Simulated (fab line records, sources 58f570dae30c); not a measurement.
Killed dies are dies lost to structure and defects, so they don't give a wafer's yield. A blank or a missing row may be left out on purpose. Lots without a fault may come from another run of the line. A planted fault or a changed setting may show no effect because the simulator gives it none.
fab line records | flow berkeley_cmos170
record lots=5 wafers=23
route steps=331 shown START@3 NWELL@18 PWELL@39 PVT@116 NLDD@162 PSD@179 NSD@191
start_h: hours from the record's first day to the start of the lot's first wafer shown | wait_h: hours since the lot's step before | " the same as in the row above | L1.1+2: a row that stands for several wafers | - no value, or no start given | * or withheld: withheld | < > ~ a bound
route shown NAME@n: a module of which the file shows steps, and the number in the route of the first | usual: mean/standard deviation of fault-free wafers | same: alike in all rows | chamber/n: place in a boat | sites: the reading at each site | _std_site: their standard deviation | _edge_site: outer sites' mean less inner sites' | radius_mm: how far each site lies from the wafer's centre | mask NAME#n: copy n | behind: the tool/chamber that last shaped the wafer | hold: why the lot was held/for how many hours/how that ended | device: the transistor (n, p or np) that didn't switch | end of line: the same wafers' tests at the end of the route | a step without rows: its recipe alone | killed: dies lost to structure and defects at the first sort, not the wafer's yield | map: a wafer's dies, x killed, . not, _ none there
set.NAME: the setting as run; set.NAME@STEP: as run at that earlier step | model.NAME: the simulator's own value behind a step, which no gauge read
lots whose settings were changed on purpose; a table a step, a row a wafer
## steps
# step UCB170_START_OXIDATION_02
# recipe temp_c=950 ambient=O2 target_thk_a=200 ox_time_s=1800
# columns lot.wafer tool chamber start_h wait_h set.ox_time_s model.SiO2_of_START_OXIDATION_02.thk_nm
L074.1 - - - 1.7 1800 20.43
L074.3 " - " " 1800 20.14
L074.4 " - " " 1800 19.99
L074.5 " - " " 1800 20.25
L074.6 " - " " 1800 19.88
L076.1 - - - 2.3 1800 20.24
L076.2 " - " " 1800 20.02
L076.4 " - " " 1800 19.96
L076.5 " - " " 1800 19.97
L076.6 " - " " 1800 20.15
L077.1 - - - 5.9 1602 18.72
L077.3 " - " " 1602 19.17
L077.4 " - " " 1602 18.93
L077.5 " - " " 1602 18.9
L077.6 " - " " 1602 19.06
L080.1 - - - 6.5 1960 21.26
L080.2 " - " " 1960 21.45
L080.4 " - " " 1960 21.31
L080.5 " - " " 1960 21.42
L080.6 " - " " 1960 21.46
L085.1 furnace-04 0 65.56 0.4 1800 20.18
L085.4 " 0 " " 1800 20.51
L085.5 " 0 " " 1800 20.46
# step UCB170_START_THK_MEAS_03
# recipe reads=SiO2_of_START_OXIDATION_02
# usual START_OXIDE_THK=20.19/0.26
# columns lot.wafer tool chamber start_h wait_h set.ox_time_s@START_OXIDATION_02 START_OXIDE_THK[nm]
L074.1 film_metro-04 - - - 1800 20.45
L074.3 " - " " 1800 20.12
L074.4 " - " " 1800 20.00
L074.5 " - " " 1800 20.22
L074.6 " - " " 1800 19.91
L076.1 film_metro-02 - - - 1800 20.30
L076.2 " - " " 1800 20.05
L076.4 " - " " 1800 19.90
L076.5 " - " " 1800 19.95
L076.6 " - " " 1800 20.14
L077.1 film_metro-01 - - - 1602 18.70
L077.3 " - " " 1602 19.14
L077.4 " - " " 1602 18.93
L077.5 " - " " 1602 18.94
L077.6 " - " " 1602 19.11
L080.1 film_metro-01 - - - 1960 21.25
L080.2 " - " " 1960 21.47
L080.4 " - " " 1960 21.34
L080.5 " - " " 1960 21.41
L080.6 " - " " 1960 21.42
L085.1 film_metro-02 - 67.07 0.0 1800 20.19
L085.4 " - " " 1800 20.51
L085.5 " - " " 1800 20.44
# step UCB170_NWELL_CVD_04
# recipe material=Si3N4 target_thk_nm=224 temp_c=800 precursor=SiH2Cl2/NH3 time_s=3360 pressure_mtorr=200 sih2cl2_flow_sccm=25 nh3_flow_sccm=75
# columns lot.wafer tool chamber start_h wait_h set.sih2cl2_flow_sccm model.Si3N4_of_NWELL_CVD_04.thk_nm
L074.1 - - - 0.0 23.79 218.7
L074.3 " - " " 23.79 218.5
L074.4 " - " " 23.79 219.1
L074.5 " - " " 23.79 221.3
L074.6 " - " " 23.79 218.6
L076.1+4 - - - 0.0 28.33 231.9
L076.2 " - " " 28.33 233.2
L076.5 " - " " 28.33 231.2
L076.6 " - " " 28.33 232.6
L077.1 - - - 0.0 25 224.4
L077.3 " - " " 25 222.6
L077.4 " - " " 25 223.2
L077.5 " - " " 25 221.4
L077.6 " - " " 25 223.3
L080.1 - - - 0.0 25 221.9
L080.2+5 " - " " 25 222.2
L080.4 " - " " 25 222.8
L080.6 " - " " 25 222.1
L085.1 lpcvd-01 0 82.42 0.0 25 222.8
L085.4 " 0 " " 25 222.7
L085.5 " 0 " " 25 223.5
# step UCB170_NWELL_THK_MEAS_05
# recipe reads=Si3N4_of_NWELL_CVD_04
# usual NWELL_NITRIDE_THK=223.1/1.7
# columns lot.wafer tool chamber start_h wait_h set.sih2cl2_flow_sccm@NWELL_CVD_04 NWELL_NITRIDE_THK[nm]
L074.1 film_metro-02 - - - 23.79 218.6
L074.3 " - " " 23.79 218.4
L074.4 " - " " 23.79 219.1
L074.5 " - " " 23.79 221.3
L074.6 " - " " 23.79 218.5
L076.1 film_metro-01 - - - 28.33 232.1
L076.2 " - " " 28.33 233.3
L076.4 " - " " 28.33 232.1
L076.5 " - " " 28.33 231.2
L076.6 " - " " 28.33 232.6
L077.1 film_metro-03 - - - 25 224.6
L077.3 " - " " 25 222.6
L077.4 " - " " 25 223.2
L077.5 " - " " 25 221.4
L077.6 " - " " 25 223.4
L080.1 film_metro-03 - - - 25 221.8
L080.2 " - " " 25 222.4
L080.4 " - " " 25 222.8
L080.5 " - " " 25 222.2
L080.6 " - " " 25 222.1
L085.1 film_metro-02 - 84.47 0.1 25 223.1
L085.4 " - " " 25 222.7
L085.5 " - " " 25 223.5
# step UCB170_NWELL_ETCH_13
# recipe chemistry=CH3F/Ar/O2 target=Si3N4 stop_on=SiO2 CH3F_flow_sccm=20 Ar_flow_sccm=50 O2_flow_sccm=7 pressure_mtorr=50 rf_w=450 target_depth_a=2464 over_etch_frac=0.1 time_s=154
# columns lot.wafer tool chamber start_h wait_h set.time_s set.sih2cl2_flow_sccm@NWELL_CVD_04 model.KrF_of_NWELL_COAT_07.thk_nm model.etch.depth_nm
L074.1 rie_diel-02 3 37.01 0.0 172.3 23.79 693.6 -
L074.3 " 2 " " 172.3 23.79 702.4 218.5
L074.4 " 0 " " 154 23.79 716.5 219.1
L074.5 " 0 " " 172.3 23.79 696.7 -
L074.6 " 3 " " 154 23.79 713.5 218.6
L076.1 rie_diel-02 3 58.79 0.0 154 28.33 713.1 -
L076.2 " 2 " " 154 28.33 719.3 233.2
L076.4 " 0 " " 146.6 28.33 723.3 -
L076.5 " 0 " " 146.6 28.33 725.8 231.2
L076.6 " 1 " " 154 28.33 717.7 -
L077.1 rie_diel-03 2 72.26 0.0 154 25 724.6 224.4
L077.3 " 0 " " 133.6 25 736.1 222.6
L077.4 " 1 " " 133.6 25 745.8 -
L077.5 " 0 " " 154 25 714.4 -
L077.6 " 3 " " 133.6 25 744.2 -
L080.1 rie_diel-01 3 85.96 0.0 154 25 725.7 221.9
L080.2 " 2 " " 154 25 727.6 222.2
L080.4 " 0 " " 154 25 720.7 222.8
L080.5 " 1 " " 154 25 719.9 222.2
L080.6 " 0 " " 154 25 720.1 222.1
L085.1 rie_diel-03 1 86.23 0.0 154 25 727.7 222.8
L085.4 " 0 " " 154 25 715.5 222.7
L085.5 " 0 " " 154 25 716.9 223.5
# step UCB170_NWELL_IMPLANT_14
# recipe species=P dose_cm2=1e+13 energy_kev=150 tilt_deg=7
# step UCB170_NWELL_STRIP_15
# recipe chemistry=O2 power_w=400 pressure_mtorr=3500 platen_temp_c=withheld o2_flow_sccm=400 overash_fraction=0.5
# usual strip_time_to_endpoint_s=17.97/0.11
# columns lot.wafer tool chamber start_h wait_h set.time_s@NWELL_ETCH_13 strip_time_to_endpoint_s
L074.1 plasma_asher-04 1 37.26 0.1 172.3 17.34
L074.3 " 1 " " 172.3 17.55
L074.4 " 0 " " 154 17.90
L074.5 " 1 " " 172.3 17.40
L074.6 " 0 " " 154 17.82
L076.1 plasma_asher-01 1 59.05 0.1 154 17.79
L076.2 " 0 " " 154 17.97
L076.4 " 0 " " 146.6 18.06
L076.5 " 1 " " 146.6 18.13
L076.6 " 0 " " 154 17.93
L077.1 plasma_asher-04 0 72.51 0.1 154 18.08
L077.3 " 0 " " 133.6 18.38
L077.4 " 1 " " 133.6 18.58
L077.5 " 1 " " 154 17.84
L077.6 " 0 " " 133.6 18.56
L080.1 plasma_asher-01 1 86.21 0.1 154 18.12
L080.2 " 0 " " 154 18.14
L080.4 " 0 " " 154 18.00
L080.5 " 0 " " 154 17.97
L080.6 " 1 " " 154 17.98
L085.1 plasma_asher-03 1 86.48 0.1 154 18.16
L085.4 " 0 " " 154 17.87
L085.5 " 1 " " 154 17.89
# step UCB170_PWELL_CVD_05
# recipe material=Si3N4 target_thk_nm=220 temp_c=800 precursor=SiH2Cl2/NH3 time_s=3300 pressure_mtorr=200 sih2cl2_flow_sccm=25 nh3_flow_sccm=75
# columns lot.wafer tool chamber start_h wait_h set.sih2cl2_flow_sccm model.Si3N4_of_PWELL_CVD_05.thk_nm
L074.1 - - - 0.0 27.73 223.2
L074.3 " - " " 27.73 222.2
L074.4 " - " " 27.73 224.3
L074.5 " - " " 27.73 223.7
L074.6 " - " " 27.73 223.6
L076.1 - - - 0.0 26.5 222.2
L076.2 " - " " 26.5 222.7
L076.4 " - " " 26.5 224.7
L076.5 " - " " 26.5 224.3
L076.6 " - " " 26.5 221
L077.1 - - - 0.0 22.39 213.3
L077.3 " - " " 22.39 212.1
L077.4 " - " " 22.39 211.4
L077.5 " - " " 22.39 212.7
L077.6 " - " " 22.39 212
L080.1 - - - 0.0 27.12 219.7
L080.2 " - " " 27.12 222.6
L080.4 " - " " 27.12 223.6
L080.5 " - " " 27.12 221.8
L080.6 " - " " 27.12 221.2
L085.1 lpcvd-02 0 105.80 0.0 25 217.7
L085.4 " 0 " " 25 220.4
L085.5 " 0 " " 25 218.6
# step UCB170_PWELL_IMPLANT_15
# recipe species=B dose_cm2=5e+12 energy_kev=60 tilt_deg=7
# columns lot.wafer tool chamber start_h wait_h set.dose_cm2
L074.1+6 implanter-03 0 63.31 0.1 4.667e+12
L074.3+4+5 " 0 " " 5e+12
L076.1+5 implanter-02 0 84.36 0.1 5e+12
L076.2+4+6 " 0 " " 5.108e+12
L077.1+3 implanter-02 0 94.90 0.1 5e+12
L077.4+5+6 " 0 " " 4.905e+12
L080.1+5+6 implanter-04 0 109.92 0.1 5e+12
L080.2+4 " 0 " " 4.794e+12
L085.1+4+5 implanter-03 0 110.06 0.1 5e+12
# step UCB170_PWELL_STRIP_16
# recipe chemistry=O2 power_w=400 pressure_mtorr=3500 platen_temp_c=withheld o2_flow_sccm=400 overash_fraction=0.5
# step UCB170_PWELL_TW_MEAS_17
# usual PWELL_TW=375.5/2.6
# columns lot.wafer tool chamber start_h wait_h set.dose_cm2@PWELL_IMPLANT_15 PWELL_TW
L074.1 film_metro-04 - 63.56 0.1 4.667e+12 364.6
L074.3 " - " " 5e+12 372.1
L074.4 " - " " 5e+12 373.4
L074.5 " - " " 5e+12 374.7
L074.6 " - " " 4.667e+12 367.0
L076.1 film_metro-03 - 84.65 0.1 5e+12 373.9
L076.2 " - " " 5.108e+12 375.1
L076.4 " - " " 5.108e+12 377.5
L076.5 " - " " 5e+12 373.7
L076.6 " - " " 5.108e+12 378.1
L077.1 film_metro-03 - 95.15 0.1 5e+12 375.0
L077.3 " - " " 5e+12 376.4
L077.4 " - " " 4.905e+12 372.6
L077.5 " - " " 4.905e+12 374.4
L077.6 " - " " 4.905e+12 373.3
L080.1 film_metro-04 - 110.17 0.1 5e+12 371.8
L080.2 " - " " 4.794e+12 368.0
L080.4 " - " " 4.794e+12 367.9
L080.5 " - " " 5e+12 371.9
L080.6 " - " " 5e+12 373.4
L085.1 film_metro-03 - 110.31 0.1 5e+12 376.3
L085.4 " - " " 5e+12 374.7
L085.5 " - " " 5e+12 374.7
# step UCB170_PVT_COAT_01
# recipe resist=KrF spin_rpm=1500 resist_thk_nm=900
# columns lot.wafer tool chamber start_h wait_h set.resist_thk_nm model.KrF_of_PVT_COAT_01.thk_nm
L074.1 litho_track-01 0 143.98 0.1 947.6 948
L074.3 " 0 " " 900 899.5
L074.4 " 0 " " 900 900.5
L074.5 " 0 " " 947.6 947.3
L074.6 " 0 " " 947.6 948.7
L076.1 litho_track-03 0 170.83 0.1 900 901.1
L076.2 " 0 " " 900 904.7
L076.4 " 0 " " 900 903.9
L076.5 " 0 " " 900 903.4
L076.6 " 0 " " 900 904.5
L077.1 litho_track-01 0 187.27 0.1 951.2 952.8
L077.3 " 0 " " 900 900.5
L077.4 " 0 " " 951.2 948.6
L077.5 " 0 " " 900 899.2
L077.6 " 0 " " 900 901.5
L085.1 litho_track-03 0 209.54 0.1 900 900.8
L085.4 " 0 " " 900 899.6
L085.5 " 0 " " 900 897.4
L080.1 litho_track-01 0 209.79 0.1 900 899.7
L080.2 " 0 " " 900 896.1
L080.4 " 0 " " 900 897.7
L080.5 " 0 " " 900 896.5
L080.6 " 0 " " 900 898.6
# step UCB170_PVT_SOFTBAKE_02
# recipe resist=KrF temp_c=130 time_s=60
# step UCB170_PVT_EXPOSE_03
# recipe mask_id=NWELL target_cd_nm=3000 na=0.5 sigma_outer=0.6 source_shape=conventional dose_mj=30
# step UCB170_PVT_IMPLANT_07
# recipe species=P dose_cm2=2e+12 energy_kev=29.57 tilt_deg=7
# step UCB170_PVT_STRIP_08
# recipe chemistry=O2 power_w=400 pressure_mtorr=3500 platen_temp_c=withheld o2_flow_sccm=400 overash_fraction=0.5
# usual strip_time_to_endpoint_s=21.62/0.072
# columns lot.wafer tool chamber start_h wait_h set.resist_thk_nm@PVT_COAT_01 strip_time_to_endpoint_s
L074.1 plasma_asher-01 1 144.98 0.1 947.6 22.76
L074.3 " 0 " " 900 21.61
L074.4 " 1 " " 900 21.64
L074.5 " 0 " " 947.6 22.77
L074.6 " 1 " " 947.6 22.78
L076.1 plasma_asher-01 1 171.90 0.1 900 21.66
L076.2 " 0 " " 900 21.74
L076.4 " 1 " " 900 21.74
L076.5 " 1 " " 900 21.72
L076.6 " 0 " " 900 21.73
L077.1 plasma_asher-03 0 188.27 0.1 951.2 22.87
L077.3 " 1 " " 900 21.64
L077.4 " 0 " " 951.2 22.78
L077.5 " 0 " " 900 21.63
L077.6 " 1 " " 900 21.65
L085.1 plasma_asher-01 1 210.83 0.1 900 21.65
L085.4 " 0 " " 900 21.60
L085.5 " 1 " " 900 21.56
L080.1 plasma_asher-03 1 211.19 0.1 900 21.61
L080.2 " 0 " " 900 21.53
L080.4 " 1 " " 900 21.59
L080.5 " 0 " " 900 21.53
L080.6 " 1 " " 900 21.60
# step UCB170_NLDD_PEB_04
# recipe peb_temp_c=130 peb_time_s=withheld resist=KrF
# columns lot.wafer tool chamber start_h wait_h set.peb_temp_c
L074.1+3+4+5+6 litho_track-03 0 166.99 0.5 130
L076.1+2+4+5+6 litho_track-02 0 193.70 0.1 130
L077.1+4+6 litho_track-03 0 212.90 0.1 131.2
L077.3+5 " 0 " " 130
L080.1+5 litho_track-01 0 230.76 0.7 127.6
L080.2+4+6 " 0 " " 130
L085.1+4+5 litho_track-01 0 231.03 0.3 130
# step UCB170_NLDD_DEVELOP_05
# recipe developer=TMAH develop_time_s=45 resist=KrF dev_temp_c=21
# step UCB170_NLDD_CD_MEAS_06
# recipe target_cd_nm=1200
# usual cd_nm=1199.5/1.4
# columns lot.wafer tool chamber start_h wait_h set.peb_temp_c@NLDD_PEB_04 cd_nm
L074.1 cd_sem-01 - 167.27 - 130 1199.9
L074.3 " - " " 130 1200.0
L074.4 " - " " 130 1199.1
L074.5 " - " " 130 1200.1
L074.6 " - " " 130 1198.0
L076.1 cd_sem-02 - 193.98 - 130 1196.4
L076.2 " - " " 130 1198.3
L076.4 " - " " 130 1198.2
L076.5 " - " " 130 1197.3
L076.6 " - " " 130 1197.5
L077.1 cd_sem-02 - 213.17 - 131.2 1207.6
L077.3 " - " " 130 1198.7
L077.4 " - " " 131.2 1207.5
L077.5 " - " " 130 1199.1
L077.6 " - " " 131.2 1207.0
L080.1 cd_sem-01 - 231.04 - 127.6 1181.8
L080.2 " - " " 130 1199.7
L080.4 " - " " 130 1201.3
L080.5 " - " " 127.6 1183.3
L080.6 " - " " 130 1201.1
L085.1 cd_sem-02 - 231.31 - 130 1200.5
L085.4 " - " " 130 1200.5
L085.5 " - " " 130 1202.8
# step UCB170_NLDD_IMPLANT_08
# recipe species=As dose_cm2=5e+13 energy_kev=30 tilt_deg=7 rotation_deg=0
# columns lot.wafer tool chamber start_h wait_h set.dose_cm2
L074.1+6 implanter-02 0 167.42 0.0 4.904e+13
L074.3+4+5 " 0 " " 5e+13
L076.1+2+6 implanter-01 0 194.14 0.0 4.688e+13
L076.4+5 " 0 " " 5e+13
L077.1+5+6 implanter-01 0 213.33 0.0 5e+13
L077.3+4 " 0 " " 5.263e+13
L080.1+2 implanter-02 0 231.19 0.0 4.632e+13
L080.4+5+6 " 0 " " 5e+13
L085.1+4+5 implanter-01 0 231.47 0.0 5e+13
# step UCB170_PSD_PEB_04
# recipe peb_temp_c=130 peb_time_s=withheld resist=KrF
# columns lot.wafer tool chamber start_h wait_h set.peb_temp_c
L074.1+3+4+5+6 litho_track-01 0 177.02 0.3 130
L076.1+4 litho_track-04 0 - - 128.4
L076.2+5+6 " 0 " " 130
L077.1+3+4+5+6 litho_track-03 0 220.31 0.1 130
L080.1+4+5 litho_track-03 0 240.80 0.3 133.9
L080.2+6 " 0 " " 130
L085.1+4+5 litho_track-01 0 241.70 0.7 130
# step UCB170_PSD_DEVELOP_05
# recipe developer=TMAH develop_time_s=46.88 resist=KrF dev_temp_c=21
# columns lot.wafer tool chamber start_h wait_h set.peb_temp_c@PSD_PEB_04 model.PSD.cd_nm
L074.1+4+5 litho_track-01 0 - - 130 1200
L074.3 " 0 " " 130 1201
L074.6 " 0 " " 130 1198
L076.1 litho_track-04 0 - - 128.4 1189
L076.2+6 " 0 " " 130 1200
L076.4 " 0 " " 128.4 1190
L076.5 " 0 " " 130 1201
L077.1+3+4+6 litho_track-03 0 - - 130 1199
L077.5 " 0 " " 130 1200
L080.1+4+5 litho_track-03 0 - - 133.9 1222
L080.2 " 0 " " 130 1201
L080.6 " 0 " " 130 1199
L085.1 litho_track-01 0 - - 130 1201
L085.4 " 0 " " 130 1203
L085.5 " 0 " " 130 1202
# step UCB170_PSD_CD_MEAS_06
# recipe target_cd_nm=1200
# usual cd_nm=1200.7/1.3
# columns lot.wafer tool chamber start_h wait_h set.peb_temp_c@PSD_PEB_04 cd_nm
L074.1 cd_sem-02 - 177.29 - 130 1199.6
L074.3 " - " " 130 1201.1
L074.4 " - " " 130 1200.4
L074.5 " - " " 130 1200.5
L074.6 " - " " 130 1198.2
L076.1 cd_sem-02 - 206.69 - 128.4 1188.5
L076.2 " - " " 130 1200.6
L076.4 " - " " 128.4 1189.4
L076.5 " - " " 130 1200.4
L076.6 " - " " 130 1200.1
L077.1 cd_sem-01 - 220.58 - 130 1199.2
L077.3 " - " " 130 1199.5
L077.4 " - " " 130 1199.8
L077.5 " - " " 130 1199.9
L077.6 " - " " 130 1198.6
L080.1 cd_sem-01 - 241.07 - 133.9 1221.4
L080.2 " - " " 130 1201.2
L080.4 " - " " 133.9 1222.3
L080.5 " - " " 133.9 1222.0
L080.6 " - " " 130 1199.4
L085.1 cd_sem-01 - 242.01 - 130 1201.0
L085.4 " - " " 130 1202.3
L085.5 " - " " 130 1202.2
# step UCB170_NSD_PEB_04
# recipe peb_temp_c=130 peb_time_s=withheld resist=KrF
# columns lot.wafer tool chamber start_h wait_h set.peb_temp_c
L074.1+3+4+5+6 litho_track-04 0 183.27 0.6 130
L076.1+2+4 litho_track-02 0 209.64 0.4 128.1
L076.5+6 " 0 " " 130
L077.1+3+4+5+6 litho_track-03 0 222.43 0.3 130
L080.1+2+5 litho_track-03 0 243.70 0.8 130
L080.4+6 " 0 " " 127
L085.1+4+5 litho_track-03 0 244.42 0.7 130
# step UCB170_NSD_DEVELOP_05
# recipe developer=TMAH develop_time_s=45 resist=KrF dev_temp_c=21
# step UCB170_NSD_CD_MEAS_06
# recipe target_cd_nm=1200
# usual cd_nm=1200.0/1.3
# columns lot.wafer tool chamber start_h wait_h set.peb_temp_c@NSD_PEB_04 cd_nm
L074.1 cd_sem-01 - 183.56 - 130 1200.0
L074.3 " - " " 130 1199.6
L074.4 " - " " 130 1199.1
L074.5 " - " " 130 1199.7
L074.6 " - " " 130 1199.7
L076.1 cd_sem-01 - 209.91 - 128.1 1185.5
L076.2 " - " " 128.1 1185.1
L076.4 " - " " 128.1 1183.1
L076.5 " - " " 130 1199.2
L076.6 " - " " 130 1199.2
L077.1 cd_sem-02 - 222.70 - 130 1201.6
L077.3 " - " " 130 1201.3
L077.4 " - " " 130 1201.5
L077.5 " - " " 130 1201.0
L077.6 " - " " 130 1201.8
L080.1 cd_sem-01 - 243.97 - 130 1199.9
L080.2 " - " " 130 1199.8
L080.4 " - " " 127 1177.2
L080.5 " - " " 130 1200.3
L080.6 " - " " 127 1177.6
L085.1 cd_sem-01 - 244.70 - 130 1199.5
L085.4 " - " " 130 1200.8
L085.5 " - " " 130 1200.0
## key
split step=UCB170_START_OXIDATION_02 setting=ox_time_s stated=1800 by=lot
response step=UCB170_START_OXIDATION_02 reading=model.SiO2_of_START_OXIDATION_02.thk_nm change=+0.121 per=1% r=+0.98
response step=UCB170_START_THK_MEAS_03 reading=START_OXIDE_THK change=+0.121 per=1% r=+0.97
split step=UCB170_NWELL_CVD_04 setting=sih2cl2_flow_sccm stated=25 by=lot
response step=UCB170_NWELL_CVD_04 reading=model.Si3N4_of_NWELL_CVD_04.thk_nm change=+0.713 per=1% r=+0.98
response step=UCB170_NWELL_THK_MEAS_05 reading=NWELL_NITRIDE_THK change=+0.718 per=1% r=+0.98
response step=UCB170_NWELL_ETCH_13 reading=model.etch.depth_nm change=+0.736 per=1% r=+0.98
split step=UCB170_NWELL_ETCH_13 setting=time_s stated=154 by=wafer
response step=UCB170_NWELL_ETCH_13 reading=model.KrF_of_NWELL_COAT_07.thk_nm change=-1.6 per=1% r=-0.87
response step=UCB170_NWELL_STRIP_15 reading=strip_time_to_endpoint_s change=* per=1% r=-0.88
split step=UCB170_PWELL_CVD_05 setting=sih2cl2_flow_sccm stated=25 by=lot
response step=UCB170_PWELL_CVD_05 reading=model.Si3N4_of_PWELL_CVD_05.thk_nm change=+0.525 per=1% r=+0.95
split step=UCB170_PWELL_IMPLANT_15 setting=dose_cm2 stated=5e+12 by=wafer
response step=UCB170_PWELL_TW_MEAS_17 reading=PWELL_TW change=+1.14 per=1% r=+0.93
split step=UCB170_PVT_COAT_01 setting=resist_thk_nm stated=900 by=wafer
response step=UCB170_PVT_COAT_01 reading=model.KrF_of_PVT_COAT_01.thk_nm change=+8.95 per=1% r=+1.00
response step=UCB170_PVT_STRIP_08 reading=strip_time_to_endpoint_s change=* per=1% r=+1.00
split step=UCB170_NLDD_PEB_04 setting=peb_temp_c stated=130 by=wafer
response step=UCB170_NLDD_CD_MEAS_06 reading=cd_nm change=+9.69 per=1% r=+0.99
split step=UCB170_NLDD_IMPLANT_08 setting=dose_cm2 stated=5e+13 by=wafer
response none in this file
split step=UCB170_PSD_PEB_04 setting=peb_temp_c stated=130 by=wafer
response step=UCB170_PSD_DEVELOP_05 reading=model.PSD.cd_nm change=+7.45 per=1% r=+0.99
response step=UCB170_PSD_CD_MEAS_06 reading=cd_nm change=+7.5 per=1% r=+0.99
split step=UCB170_NSD_PEB_04 setting=peb_temp_c stated=130 by=wafer
response step=UCB170_NSD_CD_MEAS_06 reading=cd_nm change=+9.86 per=1% r=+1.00
